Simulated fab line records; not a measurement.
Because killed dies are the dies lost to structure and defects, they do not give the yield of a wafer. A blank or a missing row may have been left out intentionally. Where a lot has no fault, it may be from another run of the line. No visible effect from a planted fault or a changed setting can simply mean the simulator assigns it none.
8D (eight disciplines) problem report, filled in by code | flow ritCmos | the parts of the form that need people (team, actions taken, sign-off) are left out

1. THE PROBLEM
Mean of heaterPowerTotalW at RIT_M1_SOFTBAKE_05: 35.42 W across 6 wafers in 2 lots; on wafers with no fault it is 34.56 W (standard deviation 0.051). Relative to the usual mean, that is a shift of +17 standard deviations.
The step: time 60 s.
First seen on wafer L944.2, day 5 08:36, on lithoTrack-01. Wafers with a number at this step in the record: 42, from 14 lots. The rule behind "out" and "out of limits": a value lying over 4 standard deviations away from the usual mean. The rest of the wafers with a number are treated as sound.

2. WHAT IT IS AND WHAT IT IS NOT
question                    | is                            | is not
which readings at this step | heaterPowerTotalW, plateTempC | chillPlateTempC
which lots                  | L944, L948                    | L935, L936, L937, L938, L939, L940, L941, L942, L943, L945, L954, L957
which wafers of those lots  | all that have a number        | -
read on which tools         | lithoTrack-01                 | lithoTrack-02, lithoTrack-04
when                        | from day 5 08:36              | up to then (27 sound wafers); but 9 sound wafers of L945, L954, L957 came after

3. SUSPECTS, AND WHAT RULES EACH OUT
Counting: a tool stays on the suspect list if, at a process step up to the reading, it processed all lots that are out and no sound lot following the first of them.
- lithoTrack-01 at RIT_M1_SOFTBAKE_05 (time 60 s): kept. It ran every lot that is out, first L944 (day 5 08:36), and no sound lot after that; its last sound lot up to then is L942 (day 4 22:32). On those wafers its own readings are out: heaterPowerTotalW, plateTempC.
Left after counting: lithoTrack-01 at RIT_M1_SOFTBAKE_05.

4. THE CAUSE (what the simulator had put in)
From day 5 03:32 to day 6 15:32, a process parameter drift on lithoTrack-01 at RIT_M1_SOFTBAKE_05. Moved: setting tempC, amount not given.
Only this tool survived the counting.

5. THE CHAIN OF EFFECTS, in route order
Rows list readings where the struck wafers' mean (over those with a number) sits beyond 3 standard deviations from the usual. Only readings whose record carries a usual standard deviation are examined. hours: median over the lots of the time between each lot's start at the first step of this table that gives one and its start at this step. sigmas: the change, counted in usual standard deviations.
hours | step               | reading           | usual   | on struck wafers | change | sigmas
0     | RIT_M1_SOFTBAKE_05 | heaterPowerTotalW | 34.56 W | 35.42            | +0.86  | +17
0     | RIT_M1_SOFTBAKE_05 | plateTempC        | 90.01 C | 91.61            | +1.60  | +15
The process steps in it:
- RIT_M1_SOFTBAKE_05: time 60 s.

6. HOW IT WOULD HAVE BEEN CAUGHT EARLIER
First out-of-limits reading in this record: day 5 08:36, which is 5 hours after fault onset at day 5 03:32.
